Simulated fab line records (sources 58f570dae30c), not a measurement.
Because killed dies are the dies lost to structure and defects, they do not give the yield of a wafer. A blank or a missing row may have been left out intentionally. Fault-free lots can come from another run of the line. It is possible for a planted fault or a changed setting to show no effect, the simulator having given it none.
What tool caused it? || flow berkeley cmos170 || route of 331 steps, sampled at 1 step: 6 lots, 18 wafers

## WHAT THE GAUGES SHOWED, per wafer
UCB170_ACTIVE_CD_MEAS_90: target cd 1200 nm.
{"lot": "L806", "measured": "day 4 16:57", "on": "cd sem-02", "cd nm (nm)": "1200.1 1201.6 1201.3"}
{"lot": "L809", "measured": "day 5 00:13", "on": "cd sem-01", "cd nm (nm)": "1202.0 1201.2 1201.8"}
{"lot": "L810", "measured": "day 5 07:41", "on": "cd sem-01", "cd nm (nm)": "1200.7 1201.1 1199.4"}
{"lot": "L818", "measured": "day 6 20:36", "on": "cd sem-02", "cd nm (nm)": "1200.4 1199.9 1199.5"}
{"lot": "L823", "measured": "day 7 21:53", "on": "cd sem-01", "cd nm (nm)": "1202.8 1201.6 1201.6"}
{"lot": "L827", "measured": "day 9 02:36", "on": "cd sem-01", "cd nm (nm)": "1202.1 1201.3 1202.0"}

## WHICH TOOL RAN EACH LOT (tool, then ch and the chambers of the sampled wafers, then the start)
No process step before these readings appears in the record.

## THE ANSWER, worked out from the rows above alone
Rule: the usual values come from the lots themselves. The widest of any qualifying gaps counts: lots, ordered by their means at a reading, are off when they make up no more than a third of the lots, leave a main group of 4 or more, and stand apart from it by 3 or more times the standard deviation of that group's means. A main group is skipped when, at the precision printed for the reading in the tables above, its means are all equal. A lot without any number at a reading at which 4 lots or more have one is off too. All remaining lots with rows at the step are treated as sound.
Across all readings shown, no lot is off: no conclusion can be drawn from this.

## WHAT HAD BEEN PUT IN BY THE SIMULATOR
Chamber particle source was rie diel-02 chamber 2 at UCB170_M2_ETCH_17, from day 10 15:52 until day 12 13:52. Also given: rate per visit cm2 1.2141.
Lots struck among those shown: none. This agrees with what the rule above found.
